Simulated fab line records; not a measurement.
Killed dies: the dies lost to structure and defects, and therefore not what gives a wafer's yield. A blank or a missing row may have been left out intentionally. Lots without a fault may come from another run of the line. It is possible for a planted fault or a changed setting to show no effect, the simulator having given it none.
Chamber matching | flow berkeley_cmos170 | rie_diel-03 running UCB170_CONTACT_ETCH_17: 4 sister chambers
The step etches BARC in N2/H2. 8 wafers are shown with their chamber, then 8 later ones without.

WAFERS PAIRED WITH THEIR CHAMBERS
wafer  | chamber | throttle_valve_pct (%) | drypump_motor_current_A (A)
L914.3 | 1       | 13.15                  | 5.0
L914.5 | 0       | 13.14                  | 6.6
L916.2 | 2       | 13.49                  | 5.8
L916.3 | 0       | 13.13                  | 6.6
L915.2 | 1       | 13.15                  | 5.0
L915.3 | 3       | 13.37                  | 5.6
L915.6 | 2       | 13.49                  | 5.7
L921.3 | 3       | 13.36                  | 5.7

WAFERS WHOSE CHAMBER IS MISSING
wafer  | throttle_valve_pct (%) | drypump_motor_current_A (A)
L921.4 | 13.13                  | 6.7
L921.5 | 13.13                  | 6.7
L924.2 | 13.50                  | 5.7
L924.3 | 13.13                  | 6.7
L924.5 | 13.14                  | 5.0
L931.4 | 13.13                  | 5.0
L931.5 | 13.15                  | 5.0
L931.6 | 13.12                  | 6.7

EACH ONE'S CHAMBER
wafer  | from the rows above | in truth
L921.4 | 0                   | 0
L921.5 | 0                   | 0
L924.2 | 2                   | 2
L924.3 | 0                   | 0
L924.5 | 1                   | 1
L931.4 | 1                   | 1
L931.5 | 1                   | 1
L931.6 | 0                   | 0
8 of 8 placed correctly. From these rows, 0 cannot be placed. Placed wrongly: 0.
How it was worked out, from the rows above alone: a wafer's distance from a chamber is the root of the sum, over the readings, of the square of ((its reading less the chamber's mean) divided by the reading's scatter). If the next closest chamber is less than 2 further off than the closest, the wafer can't be placed; otherwise it belongs to the closest. For every chamber, the mean is computed from those of its wafers that are shown. The scatter: the root of (the sum of the squares of (reading less its chamber's mean) over the shown wafers, divided by (wafers less chambers)).
